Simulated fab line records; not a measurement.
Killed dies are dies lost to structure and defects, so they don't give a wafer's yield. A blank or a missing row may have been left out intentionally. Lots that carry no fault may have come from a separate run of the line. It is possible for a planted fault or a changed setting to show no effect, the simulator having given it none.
A lot that was struck, set against a sound lot || flow rit-cmos || 14 steps out of a route of 202
Sound: these wafers, L138.4, L138.5, L138.6. Struck: wafer L149.1 (left out: L149.2, L149.3 of the same lot, which were not struck); the cause appears at the end.
Each step with rows lists, per side, the tool, then ch with its chambers, then its first start. Under that, the readings that differ: sound wafers || struck wafers || difference of the means || sigmas: that difference in standard deviations of wafers without a fault.
alike: readings whose means differ by less than 2 such deviations, and words and numbers that are the same on both sides. not compared: withheld readings, readings that some wafer has no value for, bounds like >300 that may hide the same value, and numbers for which the record gives no deviation and whose values overlap.
The two part at a step that has a row with sigmas, a row that says differs or no value, or rows on one side only. Numbers that don't overlap but have no deviation are shown without sigmas and don't part them. Lack of a reading on every wafer of one side parts them only where that side has two or more wafers.

RIT_GATE_THK_MEAS_07:
  sound on film-metro-02, day 3 20:25; struck on film-metro-04, day 5 23:36
  alike: GATE_OXIDE_THK
then, 1 step without rows for these wafers: RIT_GATE_CVD_08 (deposits poly-Si from SiH4, target thk 250 nm, time 2220 s).
RIT_GATE_THK_MEAS_09:
  sound on film-metro-04, day 3 22:11; struck on film-metro-01, day 6 02:05
  alike: GATE_POLY_THK
then, 6 steps without rows for these wafers: RIT_GATE_HMDS_10 (prime time 60 s); RIT_GATE_COAT_11 (resist thk 850 nm); RIT_GATE_SOFTBAKE_12 (time 60 s); RIT_GATE_EXPOSE_13 (exposes mask M6, target cd 150 nm); RIT_GATE_PEB_14; RIT_GATE_DEVELOP_15 (develop time 50 s).
RIT_GATE_CD_MEAS_16: the cd target is 150 nm.
  sound on cd-sem-01, day 3 23:21; struck on cd-sem-01, day 6 03:00
  alike: cd-nm
RIT_GATE_OVL_MEAS_17:
  sound on overlay-01, day 3 23:26; struck on overlay-01, day 6 03:07
  alike: GATE_OVL
then, 1 step without rows for these wafers: RIT_GATE_HARDBAKE_18 (time 60 s).
RIT_GATE_ETCH_19: etches poly-Si in SF6/CHF3/O2, stops on SiO2, time 165 s, target depth 312.5 nm.
  sound on rie-si-01 ch 0,2,3, day 3 23:43; struck on rie-si-01 ch 1, day 6 03:18
{"reading": "oes-product-au (a.u.)", "sound": "0.858 0.824 0.861", "struck": 0.659, "difference": -0.189, "sigmas": -11}
{"reading": "model.GATE.feature-depth-nm (nm)", "sound": "247.5 249.2 249.2", "struck": 172.7, "difference": -75.9, "sigmas": ""}
{"reading": "model.etch.depth-nm (nm)", "sound": "247.5 249.2 249.2", "struck": 172.7, "difference": -75.9, "sigmas": ""}
{"reading": "model.NOVOLAK_of_GATE_COAT_11.thk-nm (nm)", "sound": "677.3 681 675.1", "struck": 709.5, "difference": "+31.7", "sigmas": ""}
  alike: CHF3_flow_sccm, chamber-pressure-mTorr, drypump-motor-current-A, throttle-valve-pct
  not compared: rf-hours-counter-h
RIT_GATE_STRIP_20: strips in O2, time 180 s.
  sound on plasma-asher-03 ch 0,1, day 3 23:53; struck on plasma-asher-01 ch 0, day 6 03:25
{"reading": "rf-hours-counter-h (h)", "sound": "- - -", "struck": 1, "difference": "no value on the sound wafers", "sigmas": ""}
  alike: chamber-pressure-mTorr, drypump-motor-current-A

WHERE THEY PART
At RIT_GATE_ETCH_19 first; at RIT_GATE_STRIP_20 last (within this record only).

WHY: whatever the simulator had introduced
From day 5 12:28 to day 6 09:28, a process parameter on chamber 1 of rie-si-01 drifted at RIT_GATE_ETCH_19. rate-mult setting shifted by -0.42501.
